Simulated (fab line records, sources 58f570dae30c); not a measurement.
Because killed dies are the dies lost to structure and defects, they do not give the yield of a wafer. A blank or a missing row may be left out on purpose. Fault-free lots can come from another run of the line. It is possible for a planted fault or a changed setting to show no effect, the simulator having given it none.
fab line records / flow berkeleyCmos170
record lots=6 wafers=18 lastDay=13
route steps=331 shown ACTIVE@71 PFIELD@79
lots untouched by any fault: they come from a run of this same line in which no faults occurred
startH: start of the lot's first displayed wafer, in hours after the record's first day / waitH: hours elapsed since this lot's preceding step / " unchanged from the row above / L1.1+2: one row covering several wafers at once / - value missing, or start not given / * or withheld: withheld / < > ~ a bound
route shown NAME@n: NAME is a module with steps in the file, n the number in the route of the first one / usual: average and standard deviation across the fault-free wafers / same: alike in all rows / chamber/n: place in a boat / sites: the reading at each site / _std_site: how widely they spread, as a standard deviation / _edge_site: outer sites' mean less inner sites' / radiusMm: how far each site lies from the wafer's centre / mask NAME#n: copy n / behind: the most recent tool/chamber to have shaped the wafer / hold: what put the lot on hold/how long, in hours/how the hold closed / device: names the non-switching transistor (n, p or np) / end of line: tests of these same wafers at the route's end / a step without rows: its recipe alone / killed: at the first sort, the dies lost to defects and structure; wafer yield is something else / map: dies across one wafer; x = killed, . = not, _ = none there
set.NAME: setting as actually run; set.NAME@STEP: the setting as run at that earlier step / model.NAME: the simulator's own value behind a step, which no gauge read
certain route steps with their lots: each step a table, each wafer a row
services: a tool's chamber out of use, with start hour (startH, from the record's first day; less than 0 if before it), hours out, and reason
## steps
# step UCB170_ACTIVE_PEB_11
# recipe pebTempC=130 pebTimeS=withheld resist=KrF
# step UCB170_ACTIVE_DEVELOP_12
# recipe developer=TMAH developTimeS=45 resist=KrF devTempC=21
# step UCB170_ACTIVE_CD_MEAS_13
# recipe targetCdNm=1200
# usual cdNm=1200.5/1.5
lot.wafer=L897.1 tool=cdSem-02 chamber=- startH=112.72 waitH=- cdNm=1202.4
lot.wafer=L897.3 tool=cdSem-02 chamber=- startH=112.72 waitH=- cdNm=1201.2
lot.wafer=L897.5 tool=cdSem-02 chamber=- startH=112.72 waitH=- cdNm=1201.0
lot.wafer=L899.1 tool=cdSem-02 chamber=- startH=119.99 waitH=- cdNm=1202.2
lot.wafer=L899.2 tool=cdSem-02 chamber=- startH=119.99 waitH=- cdNm=1201.9
lot.wafer=L899.6 tool=cdSem-02 chamber=- startH=119.99 waitH=- cdNm=1203.5
lot.wafer=L906.1 tool=cdSem-01 chamber=- startH=156.90 waitH=- cdNm=1198.5
lot.wafer=L906.2 tool=cdSem-01 chamber=- startH=156.90 waitH=- cdNm=1199.2
lot.wafer=L906.4 tool=cdSem-01 chamber=- startH=156.90 waitH=- cdNm=1198.0
lot.wafer=L908.2 tool=cdSem-02 chamber=- startH=168.63 waitH=- cdNm=1201.7
lot.wafer=L908.3 tool=cdSem-02 chamber=- startH=168.63 waitH=- cdNm=1203.1
lot.wafer=L908.4 tool=cdSem-02 chamber=- startH=168.63 waitH=- cdNm=1201.5
lot.wafer=L912.1 tool=cdSem-01 chamber=- startH=189.65 waitH=- cdNm=1198.5
lot.wafer=L912.4 tool=cdSem-01 chamber=- startH=189.65 waitH=- cdNm=1198.4
lot.wafer=L912.5 tool=cdSem-01 chamber=- startH=189.65 waitH=- cdNm=1199.0
lot.wafer=L916.3 tool=cdSem-01 chamber=- startH=212.62 waitH=- cdNm=1200.3
lot.wafer=L916.5 tool=cdSem-01 chamber=- startH=212.62 waitH=- cdNm=1200.3
lot.wafer=L916.6 tool=cdSem-01 chamber=- startH=212.62 waitH=- cdNm=1201.0
# step UCB170_ACTIVE_OVL_MEAS_14
# usual ACTIVE_OVL=1/6.3
lot.wafer=L897.1 tool=overlay-02 chamber=- startH=112.84 waitH=0.1 ACTIVE_OVL[nm]=12
lot.wafer=L897.3 tool=overlay-02 chamber=- startH=112.84 waitH=0.1 ACTIVE_OVL[nm]=12
lot.wafer=L897.5 tool=overlay-02 chamber=- startH=112.84 waitH=0.1 ACTIVE_OVL[nm]=12
lot.wafer=L899.1 tool=overlay-01 chamber=- startH=120.11 waitH=0.1 ACTIVE_OVL[nm]=8
lot.wafer=L899.2 tool=overlay-01 chamber=- startH=120.11 waitH=0.1 ACTIVE_OVL[nm]=2
lot.wafer=L899.6 tool=overlay-01 chamber=- startH=120.11 waitH=0.1 ACTIVE_OVL[nm]=0
lot.wafer=L906.1 tool=overlay-01 chamber=- startH=157.02 waitH=0.1 ACTIVE_OVL[nm]=-5
lot.wafer=L906.2 tool=overlay-01 chamber=- startH=157.02 waitH=0.1 ACTIVE_OVL[nm]=-1
lot.wafer=L906.4 tool=overlay-01 chamber=- startH=157.02 waitH=0.1 ACTIVE_OVL[nm]=-3
lot.wafer=L908.2 tool=overlay-02 chamber=- startH=168.74 waitH=0.1 ACTIVE_OVL[nm]=10
lot.wafer=L908.3 tool=overlay-02 chamber=- startH=168.74 waitH=0.1 ACTIVE_OVL[nm]=-1
lot.wafer=L908.4 tool=overlay-02 chamber=- startH=168.74 waitH=0.1 ACTIVE_OVL[nm]=15
lot.wafer=L912.1 tool=overlay-01 chamber=- startH=189.77 waitH=0.1 ACTIVE_OVL[nm]=1
lot.wafer=L912.4 tool=overlay-01 chamber=- startH=189.77 waitH=0.1 ACTIVE_OVL[nm]=0
lot.wafer=L912.5 tool=overlay-01 chamber=- startH=189.77 waitH=0.1 ACTIVE_OVL[nm]=1
lot.wafer=L916.3 tool=overlay-02 chamber=- startH=212.71 waitH=0.1 ACTIVE_OVL[nm]=3
lot.wafer=L916.5 tool=overlay-02 chamber=- startH=212.71 waitH=0.1 ACTIVE_OVL[nm]=4
lot.wafer=L916.6 tool=overlay-02 chamber=- startH=212.71 waitH=0.1 ACTIVE_OVL[nm]=4
# step UCB170_ACTIVE_ETCH_15
# recipe chemistry=CH3F/Ar/O2 target=Si3N4 stopOn=SiO2 CH3F_flow_sccm=20 Ar_flow_sccm=50 O2_flow_sccm=7 pressureMtorr=50 rfW=450 targetDepthA=2420 overEtchFrac=0.1 timeS=151
# usual drypumpMotorCurrentA=5.8/0.32 oesProductAu=0.941/0.015 throttleValvePct=8.07/0.092
lot.wafer=L897.1 tool=rieDiel-04 chamber=1 startH=112.88 waitH=0.0 drypumpMotorCurrentA=6.0 oesProductAu=0.955 rfHoursCounterH=60 throttleValvePct=8.06
lot.wafer=L897.3 tool=rieDiel-04 chamber=3 startH=112.88 waitH=0.0 drypumpMotorCurrentA=5.3 oesProductAu=0.938 rfHoursCounterH=6 throttleValvePct=8.07
lot.wafer=L897.5 tool=rieDiel-04 chamber=1 startH=112.88 waitH=0.0 drypumpMotorCurrentA=5.9 oesProductAu=0.954 rfHoursCounterH=- throttleValvePct=8.07
lot.wafer=L899.1 tool=rieDiel-02 chamber=1 startH=120.15 waitH=0.0 drypumpMotorCurrentA=6.5 oesProductAu=0.928 rfHoursCounterH=13 throttleValvePct=8.07
lot.wafer=L899.2 tool=rieDiel-02 chamber=3 startH=120.15 waitH=0.0 drypumpMotorCurrentA=5.7 oesProductAu=0.914 rfHoursCounterH=93 throttleValvePct=8.07
lot.wafer=L899.6 tool=rieDiel-02 chamber=1 startH=120.15 waitH=0.0 drypumpMotorCurrentA=6.5 oesProductAu=0.917 rfHoursCounterH=- throttleValvePct=8.05
lot.wafer=L906.1 tool=rieDiel-04 chamber=3 startH=157.06 waitH=0.0 drypumpMotorCurrentA=5.3 oesProductAu=0.937 rfHoursCounterH=8 throttleValvePct=8.05
lot.wafer=L906.2 tool=rieDiel-04 chamber=1 startH=157.06 waitH=0.0 drypumpMotorCurrentA=5.9 oesProductAu=0.955 rfHoursCounterH=62 throttleValvePct=8.05
lot.wafer=L906.4 tool=rieDiel-04 chamber=0 startH=157.06 waitH=0.0 drypumpMotorCurrentA=5.9 oesProductAu=0.950 rfHoursCounterH=- throttleValvePct=7.96
lot.wafer=L908.2 tool=rieDiel-04 chamber=3 startH=168.77 waitH=0.0 drypumpMotorCurrentA=5.3 oesProductAu=0.940 rfHoursCounterH=8 throttleValvePct=8.05
lot.wafer=L908.3 tool=rieDiel-04 chamber=2 startH=168.77 waitH=0.0 drypumpMotorCurrentA=6.1 oesProductAu=0.959 rfHoursCounterH=0 throttleValvePct=8.11
lot.wafer=L908.4 tool=rieDiel-04 chamber=1 startH=168.77 waitH=0.0 drypumpMotorCurrentA=5.9 oesProductAu=0.954 rfHoursCounterH=62 throttleValvePct=8.08
lot.wafer=L912.1 tool=rieDiel-04 chamber=2 startH=189.81 waitH=0.0 drypumpMotorCurrentA=6.2 oesProductAu=0.977 rfHoursCounterH=1 throttleValvePct=8.12
lot.wafer=L912.4 tool=rieDiel-04 chamber=3 startH=189.81 waitH=0.0 drypumpMotorCurrentA=5.4 oesProductAu=0.936 rfHoursCounterH=9 throttleValvePct=8.05
lot.wafer=L912.5 tool=rieDiel-04 chamber=0 startH=189.81 waitH=0.0 drypumpMotorCurrentA=5.9 oesProductAu=0.951 rfHoursCounterH=- throttleValvePct=7.96
lot.wafer=L916.3 tool=rieDiel-04 chamber=2 startH=212.74 waitH=0.0 drypumpMotorCurrentA=6.1 oesProductAu=0.968 rfHoursCounterH=2 throttleValvePct=8.11
lot.wafer=L916.5 tool=rieDiel-04 chamber=1 startH=212.74 waitH=0.0 drypumpMotorCurrentA=5.9 oesProductAu=0.951 rfHoursCounterH=- throttleValvePct=8.07
lot.wafer=L916.6 tool=rieDiel-04 chamber=0 startH=212.74 waitH=0.0 drypumpMotorCurrentA=5.9 oesProductAu=0.947 rfHoursCounterH=- throttleValvePct=7.97
# step UCB170_ACTIVE_STRIP_16
# recipe chemistry=O2 powerW=400 pressureMtorr=3500 platenTempC=withheld o2FlowSccm=400 overashFraction=0.5
# usual drypumpMotorCurrentA=5.9/0.34 oesProductAu=0.721/0.0047 stripTimeToEndpointS=18.08/0.074
lot.wafer=L897.1 tool=plasmaAsher-04 chamber=1 startH=112.98 waitH=0.1 drypumpMotorCurrentA=5.3 oesProductAu=0.718 rfHoursCounterH=39 stripTimeToEndpointS=18.05
lot.wafer=L897.3 tool=plasmaAsher-04 chamber=0 startH=112.98 waitH=0.1 drypumpMotorCurrentA=6.1 oesProductAu=0.721 rfHoursCounterH=- stripTimeToEndpointS=18.04
lot.wafer=L897.5 tool=plasmaAsher-04 chamber=0 startH=112.98 waitH=0.1 drypumpMotorCurrentA=6.1 oesProductAu=0.721 rfHoursCounterH=- stripTimeToEndpointS=18.07
lot.wafer=L899.1 tool=plasmaAsher-01 chamber=0 startH=120.25 waitH=0.1 drypumpMotorCurrentA=6.5 oesProductAu=0.721 rfHoursCounterH=41 stripTimeToEndpointS=18.02
lot.wafer=L899.2 tool=plasmaAsher-01 chamber=1 startH=120.25 waitH=0.1 drypumpMotorCurrentA=6.0 oesProductAu=0.715 rfHoursCounterH=41 stripTimeToEndpointS=18.03
lot.wafer=L899.6 tool=plasmaAsher-01 chamber=0 startH=120.25 waitH=0.1 drypumpMotorCurrentA=6.5 oesProductAu=0.723 rfHoursCounterH=- stripTimeToEndpointS=17.97
lot.wafer=L906.1 tool=plasmaAsher-04 chamber=0 startH=157.16 waitH=0.1 drypumpMotorCurrentA=6.1 oesProductAu=0.720 rfHoursCounterH=44 stripTimeToEndpointS=17.94
lot.wafer=L906.2 tool=plasmaAsher-04 chamber=1 startH=157.16 waitH=0.1 drypumpMotorCurrentA=5.4 oesProductAu=0.723 rfHoursCounterH=44 stripTimeToEndpointS=17.99
lot.wafer=L906.4 tool=plasmaAsher-04 chamber=1 startH=157.16 waitH=0.1 drypumpMotorCurrentA=5.4 oesProductAu=0.713 rfHoursCounterH=- stripTimeToEndpointS=18.10
lot.wafer=L908.2 tool=plasmaAsher-03 chamber=1 startH=168.87 waitH=0.1 drypumpMotorCurrentA=5.8 oesProductAu=0.721 rfHoursCounterH=5 stripTimeToEndpointS=18.01
lot.wafer=L908.3 tool=plasmaAsher-03 chamber=0 startH=168.87 waitH=0.1 drypumpMotorCurrentA=6.0 oesProductAu=0.723 rfHoursCounterH=- stripTimeToEndpointS=18.17
lot.wafer=L908.4 tool=plasmaAsher-03 chamber=1 startH=168.87 waitH=0.1 drypumpMotorCurrentA=5.8 oesProductAu=0.713 rfHoursCounterH=- stripTimeToEndpointS=17.98
lot.wafer=L912.1 tool=plasmaAsher-04 chamber=0 startH=189.91 waitH=0.1 drypumpMotorCurrentA=6.1 oesProductAu=0.723 rfHoursCounterH=48 stripTimeToEndpointS=18.05
lot.wafer=L912.4 tool=plasmaAsher-04 chamber=1 startH=189.91 waitH=0.1 drypumpMotorCurrentA=5.3 oesProductAu=0.722 rfHoursCounterH=- stripTimeToEndpointS=18.05
lot.wafer=L912.5 tool=plasmaAsher-04 chamber=1 startH=189.91 waitH=0.1 drypumpMotorCurrentA=5.3 oesProductAu=0.714 rfHoursCounterH=- stripTimeToEndpointS=18.21
lot.wafer=L916.3 tool=plasmaAsher-03 chamber=0 startH=212.87 waitH=0.1 drypumpMotorCurrentA=5.9 oesProductAu=0.723 rfHoursCounterH=- stripTimeToEndpointS=18.14
lot.wafer=L916.5 tool=plasmaAsher-03 chamber=0 startH=212.87 waitH=0.1 drypumpMotorCurrentA=5.9 oesProductAu=0.725 rfHoursCounterH=- stripTimeToEndpointS=18.02
lot.wafer=L916.6 tool=plasmaAsher-03 chamber=1 startH=212.87 waitH=0.1 drypumpMotorCurrentA=5.8 oesProductAu=0.713 rfHoursCounterH=- stripTimeToEndpointS=18.22
# step UCB170_ACTIVE_CD_MEAS_90
# recipe targetCdNm=1200
# usual cdNm=1200.4/1.4
lot.wafer=L897.1 tool=cdSem-02 chamber=- startH=113.08 waitH=0.1 cdNm=1202.6
lot.wafer=L897.3 tool=cdSem-02 chamber=- startH=113.08 waitH=0.1 cdNm=1201.6
lot.wafer=L897.5 tool=cdSem-02 chamber=- startH=113.08 waitH=0.1 cdNm=1200.9
lot.wafer=L899.1 tool=cdSem-02 chamber=- startH=120.35 waitH=0.1 cdNm=1202.2
lot.wafer=L899.2 tool=cdSem-02 chamber=- startH=120.35 waitH=0.1 cdNm=1202.1
lot.wafer=L899.6 tool=cdSem-02 chamber=- startH=120.35 waitH=0.1 cdNm=1204.1
lot.wafer=L906.1 tool=cdSem-02 chamber=- startH=157.37 waitH=0.2 cdNm=1198.1
lot.wafer=L906.2 tool=cdSem-02 chamber=- startH=157.37 waitH=0.2 cdNm=1199.4
lot.wafer=L906.4 tool=cdSem-02 chamber=- startH=157.37 waitH=0.2 cdNm=1197.8
lot.wafer=L908.2 tool=cdSem-01 chamber=- startH=169.00 waitH=0.1 cdNm=1202.2
lot.wafer=L908.3 tool=cdSem-01 chamber=- startH=169.00 waitH=0.1 cdNm=1202.7
lot.wafer=L908.4 tool=cdSem-01 chamber=- startH=169.00 waitH=0.1 cdNm=1201.3
lot.wafer=L912.1 tool=cdSem-01 chamber=- startH=190.01 waitH=0.1 cdNm=1198.1
lot.wafer=L912.4 tool=cdSem-01 chamber=- startH=190.01 waitH=0.1 cdNm=1198.4
lot.wafer=L912.5 tool=cdSem-01 chamber=- startH=190.01 waitH=0.1 cdNm=1199.0
lot.wafer=L916.3 tool=cdSem-02 chamber=- startH=212.98 waitH=0.1 cdNm=1200.0
lot.wafer=L916.5 tool=cdSem-02 chamber=- startH=212.98 waitH=0.1 cdNm=1200.3
lot.wafer=L916.6 tool=cdSem-02 chamber=- startH=212.98 waitH=0.1 cdNm=1200.9
# step UCB170_ACTIVE_CLEAN_17
# recipe chemistry=SPM tempC=120 timeS=600
# step UCB170_PFIELD_HMDS_00
# recipe primeTimeS=60 primeTempC=100
# step UCB170_PFIELD_COAT_01
# recipe resist=KrF spinRpm=1500 resistThkNm=900
# step UCB170_PFIELD_SOFTBAKE_02
# recipe resist=KrF tempC=130 timeS=60
# step UCB170_PFIELD_EXPOSE_03
# recipe maskId=PFIELD na=0.5 sigmaOuter=0.6 sourceShape=conventional targetCdNm=1500 doseMj=29.5
# step UCB170_PFIELD_PEB_04
# recipe pebTempC=130 pebTimeS=withheld resist=KrF
# usual chillPlateTempC=23.00/0.1 exhaustPa=45.1/0.83
lot.wafer=L897.1 tool=lithoTrack-03 chamber=0 startH=114.10 waitH=0.1 chillPlateTempC=22.71 exhaustPa=44.3
lot.wafer=L897.3 tool=lithoTrack-03 chamber=0 startH=114.10 waitH=0.1 chillPlateTempC=22.86 exhaustPa=45.9
lot.wafer=L897.5 tool=lithoTrack-03 chamber=0 startH=114.10 waitH=0.1 chillPlateTempC=22.73 exhaustPa=45.1
lot.wafer=L899.1 tool=lithoTrack-03 chamber=0 startH=121.23 waitH=0.1 chillPlateTempC=23.07 exhaustPa=44.6
lot.wafer=L899.2 tool=lithoTrack-03 chamber=0 startH=121.23 waitH=0.1 chillPlateTempC=23.04 exhaustPa=45.2
lot.wafer=L899.6 tool=lithoTrack-03 chamber=0 startH=121.23 waitH=0.1 chillPlateTempC=23.08 exhaustPa=45.1
lot.wafer=L906.1 tool=lithoTrack-04 chamber=- startH=161.02 waitH=0.1 chillPlateTempC=- exhaustPa=-
lot.wafer=L906.2 tool=lithoTrack-04 chamber=- startH=161.02 waitH=0.1 chillPlateTempC=- exhaustPa=-
lot.wafer=L906.4 tool=lithoTrack-04 chamber=- startH=161.02 waitH=0.1 chillPlateTempC=- exhaustPa=-
lot.wafer=L908.2 tool=lithoTrack-03 chamber=- startH=170.68 waitH=0.7 chillPlateTempC=- exhaustPa=-
lot.wafer=L908.3 tool=lithoTrack-03 chamber=- startH=170.68 waitH=0.7 chillPlateTempC=- exhaustPa=-
lot.wafer=L908.4 tool=lithoTrack-03 chamber=- startH=170.68 waitH=0.7 chillPlateTempC=- exhaustPa=-
lot.wafer=L912.1 tool=lithoTrack-02 chamber=0 startH=191.83 waitH=0.2 chillPlateTempC=22.82 exhaustPa=44.2
lot.wafer=L912.4 tool=lithoTrack-02 chamber=0 startH=191.83 waitH=0.2 chillPlateTempC=23.05 exhaustPa=45.3
lot.wafer=L912.5 tool=lithoTrack-02 chamber=0 startH=191.83 waitH=0.2 chillPlateTempC=23.01 exhaustPa=45.4
lot.wafer=L916.3 tool=lithoTrack-02 chamber=0 startH=215.26 waitH=0.8 chillPlateTempC=23.11 exhaustPa=45.3
lot.wafer=L916.5 tool=lithoTrack-02 chamber=0 startH=215.26 waitH=0.8 chillPlateTempC=22.95 exhaustPa=45.7
lot.wafer=L916.6 tool=lithoTrack-02 chamber=0 startH=215.26 waitH=0.8 chillPlateTempC=23.02 exhaustPa=46.0
# step UCB170_PFIELD_DEVELOP_05
# recipe developer=TMAH developTimeS=45 resist=KrF devTempC=21
## services
tool=plasmaAsher-03 chamber=- startH=108.75 hours=9.0 kind=pm
tool=plasmaAsher-03 chamber=0 startH=108.75 hours=9.0 kind=ventCycle
tool=plasmaAsher-03 chamber=1 startH=108.75 hours=9.0 kind=ventCycle
tool=rieDiel-02 chamber=- startH=110.20 hours=4.0 kind=pm
tool=plasmaAsher-03 chamber=0 startH=117.75 hours=- kind=clean
tool=plasmaAsher-03 chamber=1 startH=117.75 hours=- kind=clean
tool=rieDiel-04 chamber=- startH=126.37 hours=0.8 kind=repair
tool=rieDiel-04 chamber=1 startH=129.71 hours=5.1 kind=repair
tool=rieDiel-04 chamber=2 startH=136.62 hours=- kind=clean
tool=rieDiel-04 chamber=2 startH=136.62 hours=21.6 kind=scheduledDown
tool=rieDiel-04 chamber=2 startH=136.62 hours=21.6 kind=ventCycle
tool=plasmaAsher-03 chamber=- startH=140.71 hours=2.9 kind=repair
tool=plasmaAsher-03 chamber=- startH=156.29 hours=0.7 kind=repair
tool=rieDiel-04 chamber=- startH=174.95 hours=0.1 kind=repair
tool=rieDiel-02 chamber=- startH=178.72 hours=1.2 kind=repair
tool=rieDiel-04 chamber=1 startH=195.27 hours=3.9 kind=repair
tool=rieDiel-02 chamber=- startH=196.01 hours=2.8 kind=pm
## key
firstSign step=UCB170_PFIELD_PEB_04 reading=toolRecord direction=missing
effect none on later readings
metAt UCB170_PFIELD_PEB_04
struckWafers L906.1,L906.2,L906.4,L908.2,L908.3,L908.4
sortLeftOut L906.1,L906.2,L906.4,L908.2,L908.3,L908.4
testerLeftOut L906,L908
onsetBetween 121.23 161.02
fault kind=skippedStepWhole tool=lithoTrack-03,lithoTrack-04 chamber=- onsetH=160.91 steps=UCB170_PFIELD_PEB_04 scope=struckLotsOnly
# testerLeftOut: of these lots the tester's yield and bins aren't shown, on N5 and GAA mostly nor the transistor test; their killed dies are dies lost to structure and defects alone, not to doping, threshold or leakage, so they don't give the yield
# sortLeftOut: the simulated sort isn't trusted on such a fault, so these wafers' sort isn't shown, and their yield isn't known
